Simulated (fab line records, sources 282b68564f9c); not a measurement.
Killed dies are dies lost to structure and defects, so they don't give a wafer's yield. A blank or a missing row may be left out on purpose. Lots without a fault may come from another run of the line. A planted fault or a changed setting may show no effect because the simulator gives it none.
fab line records | flow rit_cmos
record lots=14 wafers=42 last_day=8
route steps=202 shown CONTACT@179 M1@202
lots that met no fault: from a run of the same line without faults
start_h: hours from the record's first day to the start of the lot's first wafer shown | wait_h: hours since the lot's step before | " the same as in the row above | L1.1+2: a row that stands for several wafers | - no value, or no start given | * or withheld: withheld | < > ~ a bound
route shown NAME@n: a module of which the file shows steps, and the number in the route of the first | usual: mean/standard deviation of fault-free wafers | same: alike in all rows | chamber/n: place in a boat | sites: the reading at each site | _std_site: their standard deviation | _edge_site: outer sites' mean less inner sites' | radius_mm: how far each site lies from the wafer's centre | mask NAME#n: copy n | behind: the tool/chamber that last shaped the wafer | hold: why the lot was held/for how many hours/how that ended | device: the transistor (n, p or np) that didn't switch | end of line: the same wafers' tests at the end of the route | a step without rows: its recipe alone | killed: dies lost to structure and defects at the first sort, not the wafer's yield | map: a wafer's dies, x killed, . not, _ none there
set.NAME: the setting as run; set.NAME@STEP: as run at that earlier step | model.NAME: the simulator's own value behind a step, which no gauge read
steps of the route over a sample of lots; a table a step, a row a wafer
services: from which hour (start_h, from the record's first day; less than 0 if before it) a tool's chamber was out of use, for how many hours, and why
## steps
# step RIT_CONTACT_ETCH_11
# recipe target_depth_a=4800 over_etch_frac=0.2 stop_on=TiSi2 chemistry=CHF3/CF4/Ar target=SiO2 CHF3_flow_sccm=50 cf4_flow_sccm=10 Ar_flow_sccm=100 O2_flow_sccm=5 pressure_mtorr=100 rf_w=200 time_s=320
# usual CHF3_flow_sccm=49.98/0.13 cf4_flow_sccm=10.00/0.033 drypump_motor_current_A=5.4/0.47 oes_product_au=0.987/0.014 over_etch_frac=0.2/0 throttle_valve_pct=8.86/0.087
# columns lot.wafer tool chamber start_h wait_h CHF3_flow_sccm cf4_flow_sccm drypump_motor_current_A oes_product_au over_etch_frac rf_hours_counter_h throttle_valve_pct
L676.2 rie_diel-04 0 62.40 0.1 50.22 10.05 5.7 0.977 0.2 57 8.76
L676.4 " 2 " " 49.95 9.96 5.4 1.018 0.2 7 8.86
L676.6 " 0 " " 50.07 10.02 5.7 0.988 0.2 - 8.76
L677.1 rie_diel-03 0 66.93 0.1 49.89 9.93 5.1 0.993 0.2 17 8.92
L677.3 " 2 " " 49.78 9.99 4.7 0.975 0.2 119 8.79
L677.4 " 1 " " 50.05 10.00 5.0 0.983 0.2 46 9.00
L678.1 rie_diel-03 2 71.19 0.1 50.00 9.99 4.7 0.974 0.2 119 8.81
L678.3 " 0 " " 50.12 10.02 5.1 1.007 0.2 17 8.93
L678.5 " 1 " " 49.95 10.03 5.0 0.990 0.2 - 9.00
L679.2 rie_diel-04 2 76.11 0.1 49.74 9.99 5.4 1.005 0.2 7 8.85
L679.3 " 0 " " 49.95 10.01 5.7 0.985 0.2 57 8.76
L679.4 " 1 " " 49.83 9.99 5.1 0.993 0.2 133 8.81
L681.2 rie_diel-04 2 88.29 0.1 49.86 9.98 5.4 1.008 0.2 8 8.83
L681.3 " 3 " " 50.03 10.01 5.2 0.976 0.2 36 8.95
L681.5 " 2 " " 49.98 9.93 5.4 1.005 0.2 - 8.85
L682.1 rie_diel-03 2 92.30 0.1 49.91 9.98 4.7 0.967 0.2 120 8.80
L682.4 " 0 " " 49.86 9.99 5.1 1.005 0.32762 18 8.93
L682.5 " 3 " " 49.99 10.06 6.3 0.983 0.2 - 8.79
L683.2 rie_diel-02 0 99.49 0.1 49.85 9.97 5.0 0.976 0.2 64 8.75
L683.4 " 0 " " 49.87 10.00 5.0 0.974 0.2 - 8.76
L683.6 " 1 " " 49.97 10.01 5.9 0.989 0.2 - 8.89
L686.3 rie_diel-03 0 106.97 0.1 49.81 10.04 5.1 0.986 0.32762 18 8.93
L686.5 " 0 " " 49.94 10.06 5.1 0.998 0.32762 - 8.92
L686.6 " 3 " " 49.90 10.00 6.3 0.976 0.2 - 8.81
L689.1 rie_diel-02 2 122.46 0.1 49.96 9.94 5.8 0.964 0.2 8 8.89
L689.2 " 1 " " 50.22 10.02 5.8 0.982 0.2 51 8.90
L689.3 " 3 " " 50.13 9.99 6.2 0.975 0.2 6 9.05
L691.1 rie_diel-02 2 135.22 0.1 50.03 10.06 5.9 0.973 0.2 8 8.89
L691.3 " 0 " " 50.10 9.99 5.0 0.988 0.2 65 8.76
L691.5 " 3 " " 49.68 9.95 6.2 0.987 0.2 - 9.04
L692.4 rie_diel-04 0 137.35 0.1 50.16 10.00 5.7 0.988 0.2 58 8.74
L692.5 " 2 " " 50.08 9.95 5.4 1.013 0.2 - 8.86
L692.6 " 1 " " 49.86 9.94 5.1 0.990 0.2 - 8.80
L694.1 rie_diel-04 3 154.20 0.1 50.07 9.99 5.2 0.982 0.2 37 8.95
L694.3 " 2 " " 50.04 9.95 5.4 1.019 0.2 9 8.85
L694.5 " 2 " " 50.18 9.93 5.4 1.003 0.2 - 8.86
L696.2 rie_diel-03 2 174.96 0.1 50.08 10.02 4.7 0.963 0.2 121 8.80
L696.3 " 3 " " 49.87 9.99 6.3 0.971 0.2 9 8.78
L696.5 " 0 " " 49.87 9.97 5.1 1.004 0.2 - 8.92
L698.4 rie_diel-02 3 175.43 0.1 50.20 9.98 6.2 0.972 0.2 7 9.05
L698.5 " 3 " " 50.07 10.04 6.2 0.979 0.2 - 9.05
L698.6 " 2 " " 50.10 9.99 5.8 0.964 0.2 - 8.90
# step RIT_M1_PROBE_99
# usual killed_at_M0_to_M3=0.0/0.083 killed_at_contacts=0.1/0.23 killed_at_front_end=6.2/2.8 killed_dies=6.3/2.7 killed_on_rim=1.7/1.3 killed_open=3.1/2 killed_short=3.2/1.8
# same gross_dies=264 killed_at_M4_up=0 killed_at_back_side=0 killed_at_other=0
# columns lot.wafer tool chamber start_h wait_h killed_at_M0_to_M3 killed_at_contacts killed_at_front_end killed_dies killed_on_rim killed_open killed_short
L676.2 prober-02 - 67.46 0.1 0 0 7 7 5 4 3
L676.4 prober-02 - 67.56 0.2 0 0 8 8 3 4 4
L676.6 prober-02 - 67.66 0.2 0 0 8 8 1 6 2
L677.1 prober-01 - 71.94 0.1 0 0 2 2 0 1 1
L677.3 prober-01 - 72.04 0.2 0 0 6 6 4 3 3
L677.4 prober-01 - 72.09 0.2 0 0 5 5 2 2 3
L678.1 prober-02 - 76.05 0.1 0 0 6 6 1 3 3
L678.3 prober-02 - 76.15 0.2 0 0 3 3 3 2 1
L678.5 prober-02 - 76.25 0.2 0 0 6 6 1 3 3
L679.2 prober-01 - 81.26 0.1 0 0 5 5 1 2 3
L679.3 prober-01 - 81.31 0.2 0 0 6 6 1 1 5
L679.4 prober-01 - 81.36 0.2 0 0 8 8 0 4 4
L681.2 prober-01 - 93.55 0.1 0 0 11 11 6 4 7
L681.3 prober-01 - 93.60 0.2 0 0 7 7 5 3 4
L681.5 prober-01 - 93.70 0.2 0 0 2 2 1 1 1
L682.1 prober-02 - 97.46 0.1 1 0 1 2 1 1 1
L682.4 prober-02 - 97.61 0.2 0 0 10 10 1 6 4
L682.5 prober-02 - 97.66 0.2 0 0 5 5 0 3 2
L683.2 prober-02 - 106.64 0.1 0 0 3 3 2 0 3
L683.4 prober-02 - 106.74 0.2 0 0 4 4 1 3 1
L683.6 prober-02 - 106.84 0.2 0 0 3 3 2 0 3
L686.3 prober-01 - 112.20 0.2 0 0 5 5 0 2 3
L686.5 prober-01 - 112.30 0.2 0 0 2 2 0 0 2
L686.6 prober-01 - 112.35 0.2 0 1 4 5 1 4 1
L689.1 prober-02 - 127.51 0.1 0 0 10 10 3 5 5
L689.2 prober-02 - 127.56 0.1 0 0 4 4 0 2 2
L689.3 prober-02 - 127.61 0.2 0 0 8 8 4 5 3
L691.1 prober-02 - 140.07 0.1 0 0 6 6 3 0 6
L691.3 prober-02 - 140.17 0.2 0 0 2 2 1 1 1
L691.5 prober-02 - 140.27 0.2 0 0 10 10 2 7 3
L692.4 prober-01 - 142.54 0.2 0 0 12 12 4 4 8
L692.5 prober-01 - 142.59 0.2 0 1 8 9 3 6 3
L692.6 prober-01 - 142.64 0.2 0 0 10 10 3 6 4
L694.1 prober-02 - 159.19 0.1 0 0 4 4 0 2 2
L694.3 prober-02 - 159.29 0.2 0 0 2 2 1 2 0
L694.5 prober-02 - 159.39 0.2 0 0 7 7 2 4 3
L696.2 prober-01 - 179.95 0.1 0 0 3 3 1 2 1
L696.3 prober-01 - 180.00 0.2 0 1 3 4 0 2 2
L696.5 prober-01 - 180.10 0.2 0 0 7 7 2 4 3
L698.4 prober-02 - 181.55 0.2 0 0 5 5 3 3 2
L698.5 prober-02 - 181.60 0.2 0 0 10 10 2 6 4
L698.6 prober-02 - 181.65 0.2 0 0 2 2 1 1 1
# killed by level:class
L676.2 GATE:geometric_particle:open=2 SILICIDE:geometric_particle:short=2 FOX1:geometric_particle:open=1 FOX2:geometric_particle:open=1 REOX:geometric_particle:short=1
L676.4 FOX1:geometric_particle:open=2 REOX:geometric_particle:short=2 GATE:geometric_particle:short=1 GATE:geometric_particle:open=1 REOX:geometric_particle:open=1 SPACER:geometric_particle:short=1
L676.6 FOX1:geometric_particle:open=2 REOX:geometric_particle:open=2 GATE:geometric_particle:open=1 GATE:geometric_particle:short=1 REOX:geometric_particle:short=1 SPACER:geometric_particle:open=1
L677.1 FOX2:geometric_particle:open=1 SILICIDE:geometric_particle:short=1
L677.3 REOX:geometric_particle:open=2 REOX:geometric_particle:short=1 SPACER:geometric_particle:open=1 SPACER:geometric_particle:short=1 SILICIDE:geometric_particle:short=1
L677.4 GATE:geometric_particle:short=2 REOX:geometric_particle:open=1 SPACER:geometric_particle:short=1 SPACER:geometric_particle:open=1
L678.1 REOX:geometric_particle:open=2 FOX2:geometric_particle:short=1 GATE:geometric_particle:open=1 GATE:geometric_particle:short=1 SILICIDE:geometric_particle:short=1
L678.3 FOX1:geometric_particle:open=2 GATE:geometric_particle:short=1
L678.5 FOX1:geometric_particle:open=3 FOX1:geometric_particle:short=1 FOX2:geometric_particle:short=1 REOX:geometric_particle:short=1
L679.2 GATE:geometric_particle:short=2 GATE:geometric_particle:open=1 REOX:geometric_particle:short=1 SPACER:geometric_particle:open=1
L679.3 FOX2:geometric_particle:short=2 GATE:geometric_particle:short=1 REOX:geometric_particle:open=1 REOX:geometric_particle:short=1 SILICIDE:geometric_particle:short=1
L679.4 GATE:geometric_particle:open=3 REOX:geometric_particle:short=2 GATE:geometric_particle:short=1 SILICIDE:geometric_particle:open=1 SILICIDE:geometric_particle:short=1
L681.2 GATE:geometric_particle:open=3 GATE:geometric_particle:short=2 SPACER:geometric_particle:short=2 SILICIDE:geometric_particle:short=2 FOX1:geometric_particle:open=1 FOX1:geometric_particle:short=1
L681.3 SILICIDE:geometric_particle:open=2 FOX1:geometric_particle:short=1 FOX2:geometric_particle:short=1 SILICIDE:geometric_particle:short=1 GATE:geometric_particle:open=1 SPACER:geometric_particle:short=1
L681.5 REOX:geometric_particle:open=1 SPACER:geometric_particle:short=1
L682.1 REOX:geometric_particle:open=1 M1:geometric_particle:short=1
L682.4 REOX:geometric_particle:open=3 GATE:geometric_particle:open=2 SILICIDE:geometric_particle:short=2 FOX1:geometric_particle:short=1 FOX1:geometric_particle:open=1 REOX:geometric_particle:short=1
L682.5 GATE:geometric_particle:short=2 FOX1:geometric_particle:open=1 GATE:geometric_particle:open=1 REOX:geometric_particle:open=1
L683.2 SPACER:geometric_particle:short=2 GATE:geometric_particle:short=1
L683.4 REOX:geometric_particle:short=1 REOX:geometric_particle:open=1 SPACER:geometric_particle:open=1 SILICIDE:geometric_particle:open=1
L683.6 FOX1:geometric_particle:short=1 REOX:geometric_particle:short=1 SILICIDE:geometric_particle:short=1
L686.3 FOX1:geometric_particle:short=3 FOX1:geometric_particle:open=2
L686.5 GATE:geometric_particle:short=2
L686.6 FOX1:geometric_particle:open=1 GATE:geometric_particle:open=1 SILICIDE:geometric_particle:open=1 SILICIDE:geometric_particle:short=1 CONTACT:geometric_particle:open=1
L689.1 GATE:geometric_particle:open=3 GATE:geometric_particle:short=2 SPACER:geometric_particle:short=2 FOX1:geometric_particle:open=1 SILICIDE:geometric_particle:short=1 SILICIDE:geometric_particle:open=1
L689.2 FOX1:geometric_particle:open=1 FOX2:geometric_particle:short=1 GATE:geometric_particle:open=1 SILICIDE:geometric_particle:short=1
L689.3 GATE:geometric_particle:open=4 SILICIDE:geometric_particle:short=2 GATE:geometric_particle:short=1 REOX:geometric_particle:open=1
L691.1 SPACER:geometric_particle:short=2 FOX1:geometric_particle:short=1 FOX2:geometric_particle:short=1 GATE:geometric_particle:short=1 REOX:geometric_particle:short=1
L691.3 GATE:geometric_particle:open=1 GATE:geometric_particle:short=1
L691.5 GATE:geometric_particle:open=4 GATE:geometric_particle:short=2 FOX1:geometric_particle:open=1 REOX:geometric_particle:short=1 REOX:geometric_particle:open=1 SILICIDE:geometric_particle:open=1
L692.4 GATE:geometric_particle:short=4 FOX2:geometric_particle:short=2 SILICIDE:geometric_particle:open=2 FOX1:geometric_particle:short=1 FOX2:geometric_particle:open=1 REOX:geometric_particle:open=1 SILICIDE:geometric_particle:short=1
L692.5 GATE:geometric_particle:open=3 SPACER:geometric_particle:open=3 GATE:geometric_particle:short=1 SPACER:geometric_particle:short=1 CONTACT:geometric_particle:short=1
L692.6 GATE:geometric_particle:open=3 SILICIDE:geometric_particle:open=3 GATE:geometric_particle:short=2 REOX:geometric_particle:short=1 SILICIDE:geometric_particle:short=1
L694.1 GATE:geometric_particle:open=2 FOX1:geometric_particle:short=1 REOX:geometric_particle:short=1
L694.3 REOX:geometric_particle:open=2
L694.5 GATE:geometric_particle:open=2 FOX1:geometric_particle:short=1 FOX2:geometric_particle:short=1 FOX2:geometric_particle:open=1 GATE:geometric_particle:short=1 SILICIDE:geometric_particle:open=1
L696.2 FOX1:geometric_particle:short=1 REOX:geometric_particle:open=1 SPACER:geometric_particle:open=1
L696.3 GATE:geometric_particle:short=2 SPACER:geometric_particle:open=1 CONTACT:geometric_particle:open=1
L696.5 FOX1:geometric_particle:short=2 SPACER:geometric_particle:open=2 FOX2:geometric_particle:open=1 GATE:geometric_particle:open=1 GATE:geometric_particle:short=1
L698.4 REOX:geometric_particle:open=2 FOX1:geometric_particle:open=1 SPACER:geometric_particle:short=1 SILICIDE:geometric_particle:short=1
L698.5 REOX:geometric_particle:open=5 SPACER:geometric_particle:short=3 REOX:geometric_particle:short=1 SPACER:geometric_particle:open=1
L698.6 REOX:geometric_particle:short=1 SILICIDE:geometric_particle:open=1
## services
# columns tool chamber start_h hours kind
rie_diel-02 - 48.60 0.4 repair
rie_diel-04 2 79.69 2.3 repair
rie_diel-04 - 85.92 0.3 repair
rie_diel-04 0 91.03 4.7 repair
rie_diel-02 3 97.35 7.3 repair
rie_diel-04 2 109.71 2.6 repair
rie_diel-02 3 116.69 4.2 repair
rie_diel-02 2 129.56 2.0 repair
rie_diel-04 0 150.11 4.5 repair
rie_diel-03 - 164.18 4.3 pm
## key
first_sign step=RIT_CONTACT_ETCH_11 reading=over_etch_frac direction=up sigmas=99+ usual=0.2 struck=0.32762
effect none on later readings
met_at RIT_CONTACT_ETCH_11
struck_lots L682,L686
struck_wafers L682.4,L686.3,L686.5
tester_left_out L682,L686
onset_between 71.19 92.30
fault kind=process_parameter_drift tool=rie_diel-03 chamber=0 onset_h=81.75 steps=RIT_CONTACT_ETCH_11 channel=over_etch_frac offset=0.12762 shape=step end_h=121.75 stated=0.2
# tester_left_out: of these lots the tester's yield and bins aren't shown, on N5 and GAA mostly nor the transistor test; their killed dies are dies lost to structure and defects alone, not to doping, threshold or leakage, so they don't give the yield
